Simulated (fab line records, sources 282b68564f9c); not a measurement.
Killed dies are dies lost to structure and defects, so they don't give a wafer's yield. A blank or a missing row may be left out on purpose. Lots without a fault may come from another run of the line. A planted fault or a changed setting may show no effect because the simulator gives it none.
Which tool did it? | flow rit_cmos | 14 lots, 42 wafers sampled, at 2 steps of a route of 202

WHAT THE GAUGES READ, wafer by wafer
RIT_NWELL_OVL_MEAS_06.
lot  | measured    | on         | NWELL_OVL (nm)
L618 | day 2 01:12 | overlay-02 | 2.7 4.1 3.0
L619 | day 2 07:00 | overlay-01 | 4.0 3.5 2.5
L620 | day 2 12:05 | overlay-01 | 0.5 1.2 -1.2
L621 | day 2 16:20 | overlay-02 | 4.4 4.5 3.2
L623 | day 3 02:18 | overlay-02 | 2.6 1.4 2.2
L628 | day 4 03:19 | overlay-02 | -0.1 2.5 2.9
L629 | day 4 08:59 | overlay-01 | -178.5 -179.1 -178.8
L630 | day 4 13:16 | overlay-01 | -177.0 -178.9 -177.4
L632 | day 5 01:27 | overlay-01 | -1.0 -0.8 -0.2
L634 | day 5 09:40 | overlay-02 | 2.4 1.5 0.8
L635 | day 5 14:18 | overlay-02 | 1.7 3.6 2.8
L637 | day 6 02:53 | overlay-01 | 0.1 -0.5 1.1
L639 | day 6 11:52 | overlay-01 | 2.8 2.9 2.0
L640 | day 6 17:38 | overlay-02 | 2.9 2.2 2.0

WHICH TOOL RAN EACH LOT (tool, then ch and the chambers of the sampled wafers, then the start)
lot  | RIT_NWELL_EXPOSE_03
L618 | iline_stepper-01 ch 0, day 2 00:47
L619 | iline_stepper-01 ch 0, day 2 06:34
L620 | iline_stepper-02 ch 0, day 2 11:39
L621 | iline_stepper-02 ch 0, day 2 15:55
L623 | iline_stepper-01 ch 0, day 3 01:52
L628 | iline_stepper-01 ch 0, day 4 02:53
L629 | iline_stepper-02 ch 0, day 4 08:34
L630 | iline_stepper-02 ch 0, day 4 12:51
L632 | iline_stepper-01 ch 0, day 5 01:01
L634 | iline_stepper-01 ch 0, day 5 09:14
L635 | iline_stepper-01 ch 0, day 5 13:52
L637 | iline_stepper-01 ch 0, day 6 02:29
L639 | iline_stepper-01 ch 0, day 6 11:26
L640 | iline_stepper-01 ch 0, day 6 17:13
- RIT_NWELL_EXPOSE_03: exposes mask M2, target cd 43900 nm.

WHAT THE TOOLS THEMSELVES READ (means of the sampled wafers that have a number; where no wafer has one, the mark that the record gives instead)
The record holds no such reading with a usual standard deviation.

THE ANSWER, worked out from the rows above alone
Rule: what is usual is taken from the lots themselves. Put in order of their means at a reading, lots are off if they are a third of the lots or fewer, leave a main group of 4 or more, and stand apart from it by a gap of 3 or more times the standard deviation of the main group's means; of several such gaps the widest counts. A main group whose means are all the same, to the digits that the tables above print for the reading, isn't used. A lot without any number at a reading at which 4 lots or more have one is off too. The other lots that the step has rows for count as sound. The gauges are gone through in route order, then the tools' own readings, and for those a lot's mean is taken as printed above. The first step at which some lot is off is used, and at that step the reading that is off furthest; a lot without a number counts as furthest.
Off: L629, L630, at RIT_NWELL_OVL_MEAS_06 (NWELL_OVL). The main group: mean 1.9 nm, standard deviation 1.4.
A tool fits if, at a process step before that reading, it ran every lot that is off, and no sound lot after the first of them. The gauges at RIT_NWELL_OVL_MEAS_06 are tried like those tools. One fits: iline_stepper-02 at RIT_NWELL_EXPOSE_03. Its last sound lot is L621 (day 2 15:55), its first lot that is off L629 (day 4 08:34): a fault that began between those two fits.

WHAT THE SIMULATOR HAD PUT IN
Scanner matching overlay: iline_stepper-02, from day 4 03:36 on, at RIT_NWELL_EXPOSE_03. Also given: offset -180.
Lots struck among those shown: L629, L630. The rule above found the same.
